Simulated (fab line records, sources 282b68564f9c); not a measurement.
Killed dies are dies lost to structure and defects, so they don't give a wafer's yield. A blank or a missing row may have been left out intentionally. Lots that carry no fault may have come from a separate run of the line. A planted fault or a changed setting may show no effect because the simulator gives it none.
What tool caused it? :: flow rit_cmos :: 13 lots with 39 wafers sampled at 3 steps, on a route of 202 steps

WHAT EACH GAUGE READ, for each wafer
RIT_PWELL_TW_MEAS_10.
lot: L348
measured: day 2 00:49
on: film_metro-01
PWELL_TW: 941 943 941

lot: L349
measured: day 2 03:39
on: film_metro-02
PWELL_TW: 971 972 979

lot: L352
measured: day 2 19:13
on: film_metro-03
PWELL_TW: 953 948 955

lot: L353
measured: day 3 01:48
on: film_metro-02
PWELL_TW: 977 981 979

lot: L356
measured: day 3 14:35
on: film_metro-03
PWELL_TW: 950 951 950

lot: L357
measured: day 3 20:19
on: film_metro-02
PWELL_TW: 971 971 972

lot: L358
measured: day 4 01:17
on: film_metro-02
PWELL_TW: 980 977 979

lot: L359
measured: day 4 05:29
on: film_metro-02
PWELL_TW: 983 978 981

lot: L361
measured: day 4 16:17
on: film_metro-01
PWELL_TW: 938 939 939

lot: L366
measured: day 5 21:52
on: film_metro-03
PWELL_TW: 949 957 946

lot: L369
measured: day 6 08:47
on: film_metro-02
PWELL_TW: 981 979 975

lot: L370
measured: day 6 12:44
on: film_metro-01
PWELL_TW: 945 939 933

lot: L371
measured: day 6 17:39
on: film_metro-03
PWELL_TW: 960 958 954

RIT_PLDD_TW_MEAS_10.
lot: L348
measured: day 2 20:26
on: film_metro-04
PLDD_TW: 2362 2359 2360

lot: L349
measured: day 3 01:27
on: film_metro-03
PLDD_TW: 2359 2340 2338

lot: L352
measured: day 3 16:28
on: film_metro-02
PLDD_TW: 2401 2407 2407

lot: L353
measured: day 3 23:46
on: film_metro-03
PLDD_TW: 2341 2331 2338

lot: L356
measured: day 4 11:28
on: film_metro-02
PLDD_TW: 2402 2414 2389

lot: L357
measured: day 4 22:21
on: film_metro-04
PLDD_TW: 2342 2349 2342

lot: L358
measured: day 4 22:45
on: film_metro-02
PLDD_TW: 2408 2409 2402

lot: L359
measured: day 5 03:24
on: film_metro-04
PLDD_TW: 2349 2344 2356

lot: L361
measured: day 5 14:25
on: film_metro-04
PLDD_TW: 2361 2352 2352

lot: L366
measured: day 6 19:17
on: film_metro-04
PLDD_TW: 2375 2365 2370

lot: L369
measured: day 7 05:01
on: film_metro-02
PLDD_TW: 2379 2384 2386

lot: L370
measured: day 7 09:23
on: film_metro-03
PLDD_TW: 2353 2358 2360

lot: L371
measured: day 7 14:57
on: film_metro-02
PLDD_TW: 2382 2390 2393

EACH LOT AND THE TOOL THAT RAN IT (in order: tool; ch and the chambers of the sampled wafers; start)
lot: L348
RIT_PRETRO_EXPOSE_03: iline_stepper-01 ch 0, day 2 08:20

lot: L349
RIT_PRETRO_EXPOSE_03: iline_stepper-02 ch 0, day 2 11:17

lot: L352
RIT_PRETRO_EXPOSE_03: iline_stepper-01 ch 0, day 3 02:59

lot: L353
RIT_PRETRO_EXPOSE_03: iline_stepper-02 ch 0, day 3 09:26

lot: L356
RIT_PRETRO_EXPOSE_03: iline_stepper-02 ch 0, day 3 22:06

lot: L357
RIT_PRETRO_EXPOSE_03: iline_stepper-01 ch 0, day 4 04:03

lot: L358
RIT_PRETRO_EXPOSE_03: iline_stepper-01 ch 0, day 4 08:41

lot: L359
RIT_PRETRO_EXPOSE_03: iline_stepper-01 ch 0, day 4 13:47

lot: L361
RIT_PRETRO_EXPOSE_03: iline_stepper-02 ch 0, day 4 23:49

lot: L366
RIT_PRETRO_EXPOSE_03: iline_stepper-02 ch 0, day 6 05:31

lot: L369
RIT_PRETRO_EXPOSE_03: iline_stepper-02 ch 0, day 6 16:17

lot: L370
RIT_PRETRO_EXPOSE_03: iline_stepper-01 ch 0, day 6 21:17

lot: L371
RIT_PRETRO_EXPOSE_03: iline_stepper-01 ch 0, day 7 01:31
- RIT_PRETRO_EXPOSE_03: exposes mask M5, target cd 43700 nm.

AS READ BY THE TOOLS THEMSELVES (means over the sampled wafers that have a number; for cases with no such wafer, the mark the record gives instead)
The record holds no such reading with a usual standard deviation.

THE ANSWER, worked out from the rows above alone
Rule: the lots themselves supply what counts as usual. Put in order of their means at a reading, lots are off if they are a third of the lots or fewer, leave a main group of 4 or more, and stand apart from it by a gap of 3 or more times the standard deviation of the main group's means; of several such gaps the widest counts. If all means in a main group match to the digits the tables above print for the reading, that group is not used. A lot without any number at a reading at which 4 lots or more have one is off too. Where the step has rows for the other lots, those lots are counted as sound. The gauges are gone through in route order, then the tools' own readings, and for those a lot's mean is taken as printed above. The first step at which some lot is off is used, and at that step the reading that is off furthest; a lot without a number counts as furthest.
No lot is off on any of the readings shown, so nothing can be concluded from this.

WHAT THE SIMULATOR HAD PUT IN
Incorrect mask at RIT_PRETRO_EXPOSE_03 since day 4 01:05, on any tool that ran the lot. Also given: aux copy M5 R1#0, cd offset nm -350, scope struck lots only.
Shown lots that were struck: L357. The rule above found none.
